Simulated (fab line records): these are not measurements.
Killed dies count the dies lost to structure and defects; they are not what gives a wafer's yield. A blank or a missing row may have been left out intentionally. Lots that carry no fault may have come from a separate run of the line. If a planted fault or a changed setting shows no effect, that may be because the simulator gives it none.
fab line records | flow ritCmos
record: lots: 5 | wafers: 15 | lastDay: 7
route steps=202 shown NWELL@35 PWELL@39
lots that met no fault: taken from a fault-free run of the same line
startH: the number of hours between the record's first day and the start of the first shown wafer of the lot | waitH: hours from the lot's prior step to this one | " the same as in the row above | L1.1+2: a single row standing in for several wafers | - no value present, or no start provided | * or withheld: withheld | < > ~ a bound
route shown NAME@n: a module of which the file shows steps, and the number in the route of the first | usual: average and standard deviation across the fault-free wafers | same: alike in all rows | chamber/n: place in a boat | sites: the reading at each site | _std_site: their standard deviation | _edge_site: inner sites' mean taken away from outer sites' mean | radiusMm: for every site, how far away it sits from the centre of the wafer | mask NAME#n: copy n | behind: the last tool/chamber to shape the wafer | hold: why the lot was held/for how many hours/how that ended | device: names the non-switching transistor (n, p or np) | end of line: tests of these same wafers at the route's end | for a step that has no rows: nothing shown but its recipe | killed: dies that structure and defects cost at the first sort, which is not the same as the wafer's yield | map: per-die view of a wafer (x killed, . not killed, _ where there is no die)
set.NAME: the run value of the setting; set.NAME@STEP: its run value at that earlier step | model.NAME: the simulator's own value behind a step, which no gauge read
certain route steps with their lots: each step a table, each wafer a row
services: when a tool's chamber went out of use (startH, in hours from the record's first day, below 0 if earlier), for how many hours, and the reason
== steps ==
step: RIT_NWELL_HARDBAKE_07
recipe: resist: NOVOLAK | tempC: 140 | timeS: 120
usual: resistLineTempC: 23.01/0.097
lot.wafer | tool          | chamber | startH | waitH | resistLineTempC
L079.1    | lithoTrack-01 | 0       | 45.23  | 0.0   | 22.93
L079.2    | "             | 0       | "      | "     | 22.87
L079.6    | "             | 0       | "      | "     | 23.04
L083.1    | lithoTrack-01 | 0       | 67.26  | 0.0   | 23.04
L083.3    | "             | 0       | "      | "     | 23.15
L083.5    | "             | 0       | "      | "     | 22.95
L087.1    | lithoTrack-01 | 0       | 86.07  | 0.0   | 23.11
L087.4    | "             | 0       | "      | "     | 23.11
L087.6    | "             | 0       | "      | "     | 23.14
L089.1    | lithoTrack-03 | 0       | 95.29  | 0.0   | 22.95
L089.2    | "             | 0       | "      | "     | 23.00
L089.6    | "             | 0       | "      | "     | 22.99
L094.3    | lithoTrack-01 | 0       | 121.98 | 0.1   | 23.22
L094.5    | "             | 0       | "      | "     | 23.01
L094.6    | "             | 0       | "      | "     | 23.01
step: RIT_NWELL_IMPLANT_08
recipe: species: P | energyKev: 170 | doseCm2: 5e+13 | tiltDeg: 7
lot.wafer  | tool         | chamber | startH | waitH
L079.1+2+6 | implanter-02 | 0       | 45.48  | 0.2
L083.1+3+5 | implanter-02 | 0       | 67.51  | 0.2
L087.1+4+6 | implanter-03 | 0       | 86.32  | 0.2
L089.1+2+6 | implanter-03 | 0       | 95.54  | 0.2
L094.3+5+6 | implanter-02 | 0       | 122.20 | 0.2
step: RIT_NWELL_STRIP_09
recipe: chemistry: O2 | timeS: 180 | resist: NOVOLAK | platenTempC: withheld | powerW: 500 | pressureMtorr: 4000 | o2FlowSccm: 4000
usual: drypumpMotorCurrentA: 5.8/0.51
lot.wafer | tool           | chamber | startH | waitH | drypumpMotorCurrentA | rfHoursCounterH
L079.1    | plasmaAsher-04 | 1       | 45.63  | 0.1   | 6.3                  | 43
L079.2    | "              | 0       | "      | "     | 5.5                  | 43
L079.6    | "              | 1       | "      | "     | 6.3                  | -
L083.1    | plasmaAsher-01 | 1       | 67.66  | 0.1   | 5.2                  | 37
L083.3    | "              | 1       | "      | "     | 5.2                  | -
L083.5    | "              | 0       | "      | "     | 5.3                  | -
L087.1    | plasmaAsher-03 | 0       | 86.47  | 0.1   | 6.6                  | 31
L087.4    | "              | 0       | "      | "     | 6.5                  | -
L087.6    | "              | 1       | "      | "     | 5.7                  | -
L089.1    | plasmaAsher-03 | 0       | 95.69  | 0.1   | 6.5                  | 32
L089.2    | "              | 1       | "      | "     | 5.7                  | 32
L089.6    | "              | 1       | "      | "     | 5.7                  | -
L094.3    | plasmaAsher-03 | 1       | 122.36 | 0.1   | 5.7                  | -
L094.5    | "              | 0       | "      | "     | 6.6                  | -
L094.6    | "              | 1       | "      | "     | 5.7                  | -
step: RIT_NWELL_TW_MEAS_10
usual: NWELL_TW: 2138/13
lot.wafer | tool         | chamber | startH | waitH | NWELL_TW
L079.1    | filmMetro-01 | -       | 45.81  | 0.1   | 2125
L079.2    | "            | -       | "      | "     | 2121
L079.6    | "            | -       | "      | "     | 2113
L083.1    | filmMetro-02 | -       | 67.83  | 0.1   | 2135
L083.3    | "            | -       | "      | "     | 2138
L083.5    | "            | -       | "      | "     | 2140
L087.1    | filmMetro-02 | -       | 86.65  | 0.1   | 2145
L087.4    | "            | -       | "      | "     | 2151
L087.6    | "            | -       | "      | "     | 2142
L089.1    | filmMetro-04 | -       | 95.86  | 0.1   | 2148
L089.2    | "            | -       | "      | "     | 2145
L089.6    | "            | -       | "      | "     | 2147
L094.3    | filmMetro-02 | -       | 122.49 | 0.1   | 2150
L094.5    | "            | -       | "      | "     | 2153
L094.6    | "            | -       | "      | "     | 2158
step: RIT_PWELL_HMDS_00
recipe: primeTimeS: 60 | primeTempC: 140
usual: resistLineTempC: 23.03/0.089
lot.wafer | tool          | chamber | startH | waitH | resistLineTempC
L079.1    | lithoTrack-01 | 0       | 45.90  | 0.1   | 23.18
L079.2    | "             | 0       | "      | "     | 23.03
L079.6    | "             | 0       | "      | "     | 22.95
L083.1    | lithoTrack-04 | 0       | 67.89  | 0.1   | 23.06
L083.3    | "             | 0       | "      | "     | 23.00
L083.5    | "             | 0       | "      | "     | 23.13
L087.1    | lithoTrack-04 | 0       | 86.71  | 0.1   | 23.07
L087.4    | "             | 0       | "      | "     | 22.91
L087.6    | "             | 0       | "      | "     | 22.88
L089.1    | lithoTrack-01 | 0       | 95.92  | 0.1   | 23.15
L089.2    | "             | 0       | "      | "     | 23.06
L089.6    | "             | 0       | "      | "     | 23.19
L094.3    | lithoTrack-01 | 0       | 122.58 | 0.1   | 22.93
L094.5    | "             | 0       | "      | "     | 22.99
L094.6    | "             | 0       | "      | "     | 23.01
step: RIT_PWELL_COAT_01
recipe: resist: NOVOLAK | spinRpm: 2000 | resistThkNm: 1300
usual: resistLineTempC: 23.01/0.11
lot.wafer | tool          | chamber | startH | waitH | resistLineTempC
L079.1    | lithoTrack-01 | 0       | 46.05  | 0.1   | 23.17
L079.2    | "             | 0       | "      | "     | 23.06
L079.6    | "             | 0       | "      | "     | 23.20
L083.1    | lithoTrack-04 | 0       | 68.04  | 0.1   | 22.86
L083.3    | "             | 0       | "      | "     | 22.91
L083.5    | "             | 0       | "      | "     | 22.98
L087.1    | lithoTrack-04 | 0       | 86.86  | 0.1   | 22.99
L087.4    | "             | 0       | "      | "     | 22.92
L087.6    | "             | 0       | "      | "     | 22.73
L089.1    | lithoTrack-01 | 0       | 96.07  | 0.1   | 23.10
L089.2    | "             | 0       | "      | "     | 23.17
L089.6    | "             | 0       | "      | "     | 23.15
L094.3    | lithoTrack-01 | 0       | 122.73 | 0.1   | 23.06
L094.5    | "             | 0       | "      | "     | 22.99
L094.6    | "             | 0       | "      | "     | 22.95
step: RIT_PWELL_SOFTBAKE_02
recipe: resist: NOVOLAK | tempC: 90 | timeS: 60
usual: resistLineTempC: 22.98/0.12
lot.wafer | tool          | chamber | startH | waitH | resistLineTempC
L079.1    | lithoTrack-01 | 0       | 46.20  | 0.1   | 22.84
L079.2    | "             | 0       | "      | "     | 22.86
L079.6    | "             | 0       | "      | "     | 22.94
L083.1    | lithoTrack-04 | 0       | 68.19  | 0.1   | 22.95
L083.3    | "             | 0       | "      | "     | 22.97
L083.5    | "             | 0       | "      | "     | 22.98
L087.1    | lithoTrack-04 | 0       | 87.01  | 0.1   | 23.05
L087.4    | "             | 0       | "      | "     | 23.03
L087.6    | "             | 0       | "      | "     | 22.95
L089.1    | lithoTrack-01 | 0       | 96.22  | 0.1   | 23.06
L089.2    | "             | 0       | "      | "     | 22.91
L089.6    | "             | 0       | "      | "     | 22.95
L094.3    | lithoTrack-01 | 0       | 122.88 | 0.1   | 22.92
L094.5    | "             | 0       | "      | "     | 22.96
L094.6    | "             | 0       | "      | "     | 22.84
step: RIT_PWELL_EXPOSE_03
recipe: maskId: M3 | na: 0.57 | targetCdNm: 43700 | doseMj: 250
usual: reticleTempC: 23.00/0.11
lot.wafer | tool            | chamber | startH | waitH | mask | reticleTempC
L079.1    | ilineStepper-02 | 0       | 46.47  | 0.2   | M3#0 | 22.96
L079.2    | "               | 0       | "      | "     | M3#0 | 22.88
L079.6    | "               | 0       | "      | "     | M3#0 | 22.83
L083.1    | ilineStepper-01 | 0       | 68.44  | 0.2   | M3#0 | 23.08
L083.3    | "               | 0       | "      | "     | M3#0 | 23.04
L083.5    | "               | 0       | "      | "     | M3#0 | 22.96
L087.1    | ilineStepper-01 | 0       | 87.28  | 0.2   | M3#0 | 23.06
L087.4    | "               | 0       | "      | "     | M3#0 | 22.95
L087.6    | "               | 0       | "      | "     | M3#0 | 23.05
L089.1    | ilineStepper-02 | 0       | 96.37  | 0.1   | M3#0 | 23.05
L089.2    | "               | 0       | "      | "     | M3#0 | 22.80
L089.6    | "               | 0       | "      | "     | M3#0 | 23.07
L094.3    | ilineStepper-01 | 0       | 123.02 | 0.1   | M3#0 | 23.08
L094.5    | "               | 0       | "      | "     | M3#0 | 22.99
L094.6    | "               | 0       | "      | "     | M3#0 | 23.15
step: RIT_PWELL_PEB_04
recipe: resist: NOVOLAK | tempC: withheld | timeS: withheld
usual: resistLineTempC: *
lot.wafer | tool          | chamber | startH | waitH | resistLineTempC
L079.1    | lithoTrack-01 | 0       | 46.59  | 0.1   | *
L079.2    | "             | 0       | "      | "     | *
L079.6    | "             | 0       | "      | "     | *
L083.1    | lithoTrack-04 | 0       | 68.56  | 0.1   | *
L083.3    | "             | 0       | "      | "     | *
L083.5    | "             | 0       | "      | "     | *
L087.1    | lithoTrack-04 | 0       | 87.40  | 0.1   | *
L087.4    | "             | 0       | "      | "     | *
L087.6    | "             | 0       | "      | "     | *
L089.1    | lithoTrack-01 | 0       | 96.49  | 0.1   | *
L089.2    | "             | 0       | "      | "     | *
L089.6    | "             | 0       | "      | "     | *
L094.3    | lithoTrack-02 | 0       | 123.15 | 0.1   | *
L094.5    | "             | 0       | "      | "     | *
L094.6    | "             | 0       | "      | "     | *
== services ==
tool            | chamber | startH | hours | kind
implanter-02    | -       | 25.65  | 5.0   | repair
ilineStepper-02 | -       | 35.18  | 1.7   | pm
plasmaAsher-04  | -       | 57.82  | 14.6  | pm
plasmaAsher-04  | -       | 74.78  | 2.2   | repair
implanter-02    | -       | 89.52  | 1.8   | repair
ilineStepper-01 | -       | 91.27  | 1.7   | pm
implanter-03    | -       | 97.79  | 1.2   | repair
plasmaAsher-01  | -       | 98.54  | 2.8   | pm
plasmaAsher-01  | -       | 108.75 | 9.0   | pm
plasmaAsher-01  | 0       | 108.75 | 9.5   | ventCycle
plasmaAsher-01  | 1       | 108.75 | 9.5   | ventCycle
plasmaAsher-01  | -       | 109.09 | 9.1   | repair
plasmaAsher-04  | -       | 114.19 | 2.8   | repair
plasmaAsher-01  | 0       | 117.75 | -     | clean
plasmaAsher-01  | 1       | 117.75 | -     | clean
== key ==
fault none
